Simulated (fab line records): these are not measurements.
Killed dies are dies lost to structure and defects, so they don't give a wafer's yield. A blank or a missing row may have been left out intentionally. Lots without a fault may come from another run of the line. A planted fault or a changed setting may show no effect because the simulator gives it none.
A struck lot beside a sound one :: flow rit_cmos :: 22 out of 202 route steps
Sound: wafers L893.1, L893.4, L893.5. Struck: wafers L899.2, L899.5, L899.6. The cause is given at the end.
For every step that has rows: the tool of each side, followed by ch and its chambers, followed by its first start. Under that, the readings that differ: sound wafers :: struck wafers :: difference of the means :: sigmas: that difference in standard deviations of wafers without a fault.
alike: a reading whose means differ by less than 2 such deviations, as well as words and numbers matching on both sides. not compared: withheld readings; readings where some wafer has no value; bounds like >300 that might hide an equal value; numbers whose values overlap and for which the record gives no deviation.
The two part at a step that has a row with sigmas, a row that says differs or no value, or rows on one side only. Numbers that have no deviation but don't overlap get no sigmas and don't part them. A reading missing from all wafers of one side parts the sides only when that side holds two or more wafers.

first, 4 steps without rows for these wafers: RIT_NRETRO_SOFTBAKE_02 (time 60 s); RIT_NRETRO_EXPOSE_03 (exposes mask M4, target cd 43900 nm); RIT_NRETRO_PEB_04; RIT_NRETRO_DEVELOP_05 (develop time 68 s).
RIT_NRETRO_OVL_MEAS_06:
  sound: overlay-01 at day 2 15:56; struck: overlay-01 at day 3 21:25
  alike: NRETRO_OVL
then, 2 steps without rows for these wafers: RIT_NRETRO_HARDBAKE_07 (time 120 s); RIT_NRETRO_IMPLANT_08.
RIT_NRETRO_STRIP_09: strips in O2, time 180 s.
  sound on plasma_asher-04 ch 0,1, day 2 16:22; struck on plasma_asher-01 ch 0,1, day 3 21:51
  alike: drypump_motor_current_A
  not compared: rf_hours_counter_h
RIT_NRETRO_TW_MEAS_10:
  sound: film_metro-04 at day 2 16:32; struck: film_metro-04 at day 3 22:02
  alike: NRETRO_TW
then, 3 steps without rows for these wafers: RIT_PRETRO_HMDS_00 (prime time 60 s); RIT_PRETRO_COAT_01 (resist thk 1300 nm); RIT_PRETRO_SOFTBAKE_02 (time 60 s).
RIT_PRETRO_EXPOSE_03: exposes mask M5, target cd 43700 nm.
  sound on iline_stepper-02 ch 0, day 2 17:03; struck on iline_stepper-02 ch 0, day 3 22:41
reading: mask
sound: M5#0 M5#0 M5#0
struck: M4#0 M4#0 M4#0
difference: differs
sigmas: 
  alike: focus_offset_nm, stage_vel_mm_s
then, 2 steps without rows for these wafers: RIT_PRETRO_PEB_04; RIT_PRETRO_DEVELOP_05 (develop time 68 s).
RIT_PRETRO_OVL_MEAS_06:
  sound: overlay-02 at day 2 17:29; struck: overlay-02 at day 3 23:08
reading: PRETRO_OVL (nm)
sound: 3.6 2.7 2.6
struck: - - -
difference: no value on the struck wafers
sigmas: 
then, 2 steps without rows for these wafers: RIT_PRETRO_HARDBAKE_07 (time 120 s); RIT_PRETRO_IMPLANT_08.
RIT_PRETRO_STRIP_09: strips in O2, time 180 s.
  sound on plasma_asher-01 ch 0, day 2 17:55; struck on plasma_asher-01 ch 0,1, day 3 23:37
  alike: drypump_motor_current_A
  not compared: rf_hours_counter_h
RIT_PRETRO_TW_MEAS_10:
  sound: film_metro-01 at day 2 18:05; struck: film_metro-02 at day 3 23:48
reading: PRETRO_TW
sound: 471 473 472
struck: 30 30 30
difference: -442
sigmas: -98
then, 1 step without rows for these wafers: RIT_GATE_WET_ETCH_00 (etches SiO2 in BOE, target depth 56 nm, time 60 s).
RIT_M1_PROBE_99:
  sound: prober-01 at day 3 23:21; struck: prober-01 at day 5 03:40
reading: killed_at_front_end
sound: 5 9 6
struck: 264 264 264
difference: +257
sigmas: +83

reading: killed_dies
sound: 5 9 6
struck: 264 264 264
difference: +257
sigmas: +80

reading: killed_on_rim
sound: 3 0 1
struck: 70 70 70
difference: +69
sigmas: +49
  alike: killed_open, killed_short

== WHERE THEY PART ==
Earliest at RIT_PRETRO_EXPOSE_03; latest, in this record, at RIT_M1_PROBE_99.

WHY: the cause the simulator had injected
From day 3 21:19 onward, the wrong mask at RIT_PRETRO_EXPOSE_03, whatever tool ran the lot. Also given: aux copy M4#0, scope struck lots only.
